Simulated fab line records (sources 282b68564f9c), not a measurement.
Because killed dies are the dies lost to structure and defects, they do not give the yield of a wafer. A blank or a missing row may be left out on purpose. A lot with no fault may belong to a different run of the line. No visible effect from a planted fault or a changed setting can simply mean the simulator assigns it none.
Lot-split experiment / flow rit-cmos / on a route of 202 steps: 5 lots, 23 wafers read

ABOUT THE SPLIT
At RIT_CONTACT_ETCH_11 (etches SiO2 in CHF3/CF4/Ar, stops on TiSi2, target depth 480 nm, time 320 s), the setting time-s was moved away from the recipe's 320 s on 7 of the 23 wafers read, by -7.4% to +13.2%. All remaining wafers had this setting at the recipe value.

The split's own step is where the reading is taken.

THE READING
NOVOLAK_of_CONTACT_COAT_03.thk-nm (the simulator's own value, which no gauge read), in nm, at RIT_CONTACT_ETCH_11 (etches SiO2 in CHF3/CF4/Ar, stops on TiSi2, target depth 480 nm, time 320 s). No usual value for it is given in the file. The 16 wafers here that ran the recipe average 770.8 nm, standard deviation 3.8 nm.

wafer=L076.1; tool, chamber at the split=rie-diel-02, 0; time-s as run, s=320; against the recipe=recipe; NOVOLAK_of_CONTACT_COAT_03.thk-nm, nm=771.3; against lot-mates on the recipe=-
wafer=L076.3; tool, chamber at the split=rie-diel-02, 1; time-s as run, s=320; against the recipe=recipe; NOVOLAK_of_CONTACT_COAT_03.thk-nm, nm=769.7; against lot-mates on the recipe=-
wafer=L076.6; tool, chamber at the split=rie-diel-02, 0; time-s as run, s=320; against the recipe=recipe; NOVOLAK_of_CONTACT_COAT_03.thk-nm, nm=772.9; against lot-mates on the recipe=-
wafer=L079.1; tool, chamber at the split=rie-diel-03, 2; time-s as run, s=320; against the recipe=recipe; NOVOLAK_of_CONTACT_COAT_03.thk-nm, nm=765.4; against lot-mates on the recipe=-
wafer=L079.2; tool, chamber at the split=rie-diel-03, 1; time-s as run, s=297.7; against the recipe=-7.0%; NOVOLAK_of_CONTACT_COAT_03.thk-nm, nm=776.8; against lot-mates on the recipe=+7.8
wafer=L079.4; tool, chamber at the split=rie-diel-03, 3; time-s as run, s=320; against the recipe=recipe; NOVOLAK_of_CONTACT_COAT_03.thk-nm, nm=773.1; against lot-mates on the recipe=-
wafer=L079.5; tool, chamber at the split=rie-diel-03, 2; time-s as run, s=320; against the recipe=recipe; NOVOLAK_of_CONTACT_COAT_03.thk-nm, nm=768.6; against lot-mates on the recipe=-
wafer=L079.6; tool, chamber at the split=rie-diel-03, 1; time-s as run, s=297.7; against the recipe=-7.0%; NOVOLAK_of_CONTACT_COAT_03.thk-nm, nm=778.9; against lot-mates on the recipe=+9.9
wafer=L081.1; tool, chamber at the split=rie-diel-04, 3; time-s as run, s=320; against the recipe=recipe; NOVOLAK_of_CONTACT_COAT_03.thk-nm, nm=779.2; against lot-mates on the recipe=-
wafer=L081.2; tool, chamber at the split=rie-diel-04, 2; time-s as run, s=362.2; against the recipe=+13.2%; NOVOLAK_of_CONTACT_COAT_03.thk-nm, nm=758.4; against lot-mates on the recipe=-18.6
wafer=L081.3; tool, chamber at the split=rie-diel-04, 0; time-s as run, s=320; against the recipe=recipe; NOVOLAK_of_CONTACT_COAT_03.thk-nm, nm=774.9; against lot-mates on the recipe=-
wafer=L081.4; tool, chamber at the split=rie-diel-04, 1; time-s as run, s=362.2; against the recipe=+13.2%; NOVOLAK_of_CONTACT_COAT_03.thk-nm, nm=754; against lot-mates on the recipe=-23.0
wafer=L081.5; tool, chamber at the split=rie-diel-04, 2; time-s as run, s=362.2; against the recipe=+13.2%; NOVOLAK_of_CONTACT_COAT_03.thk-nm, nm=756.2; against lot-mates on the recipe=-20.8
wafer=L084.1; tool, chamber at the split=rie-diel-03, 2; time-s as run, s=320; against the recipe=recipe; NOVOLAK_of_CONTACT_COAT_03.thk-nm, nm=767.1; against lot-mates on the recipe=-
wafer=L084.2; tool, chamber at the split=rie-diel-03, 1; time-s as run, s=320; against the recipe=recipe; NOVOLAK_of_CONTACT_COAT_03.thk-nm, nm=767.9; against lot-mates on the recipe=-
wafer=L084.3; tool, chamber at the split=rie-diel-03, 0; time-s as run, s=320; against the recipe=recipe; NOVOLAK_of_CONTACT_COAT_03.thk-nm, nm=770.7; against lot-mates on the recipe=-
wafer=L084.5; tool, chamber at the split=rie-diel-03, 3; time-s as run, s=320; against the recipe=recipe; NOVOLAK_of_CONTACT_COAT_03.thk-nm, nm=773.8; against lot-mates on the recipe=-
wafer=L084.6; tool, chamber at the split=rie-diel-03, 2; time-s as run, s=320; against the recipe=recipe; NOVOLAK_of_CONTACT_COAT_03.thk-nm, nm=764.3; against lot-mates on the recipe=-
wafer=L085.2; tool, chamber at the split=rie-diel-04, 3; time-s as run, s=296.3; against the recipe=-7.4%; NOVOLAK_of_CONTACT_COAT_03.thk-nm, nm=783.6; against lot-mates on the recipe=+12.2
wafer=L085.3; tool, chamber at the split=rie-diel-04, 2; time-s as run, s=296.3; against the recipe=-7.4%; NOVOLAK_of_CONTACT_COAT_03.thk-nm, nm=778.1; against lot-mates on the recipe=+6.7
wafer=L085.4; tool, chamber at the split=rie-diel-04, 1; time-s as run, s=320; against the recipe=recipe; NOVOLAK_of_CONTACT_COAT_03.thk-nm, nm=767.2; against lot-mates on the recipe=-
wafer=L085.5; tool, chamber at the split=rie-diel-04, 3; time-s as run, s=320; against the recipe=recipe; NOVOLAK_of_CONTACT_COAT_03.thk-nm, nm=773.1; against lot-mates on the recipe=-
wafer=L085.6; tool, chamber at the split=rie-diel-04, 0; time-s as run, s=320; against the recipe=recipe; NOVOLAK_of_CONTACT_COAT_03.thk-nm, nm=773.8; against lot-mates on the recipe=-

THE FIT
A straight line over all 23 wafers: NOVOLAK_of_CONTACT_COAT_03.thk-nm changes by -1.13 nm for each +1% of time-s; r = -0.88; the points scatter about the line by 3.6 nm.
The same after taking each lot's own level away (the mean of its wafers on the recipe; 23 wafers): -1.49 nm for each +1%; r = -0.95; scatter 2.8 nm.
Per that fit: largest time-s move, reading shift of 20 nm.
The span of the lots' own levels, 768.76 to 777.05 nm, comes to 2.2 times the standard deviation stated above.
So the lot-to-lot level changes the slope: the two fits differ.
Check: -20.6 nm against its lot-mates is what the line predicts for one of the wafers moved furthest among these (+13.2%) when that wafer is left out of the fit. Against them it came out at -18.6 nm.

THE FILE'S OWN FIT
NOVOLAK_of_CONTACT_COAT_03.thk-nm changes by -1.47 nm for each +1% of time-s, r = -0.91.
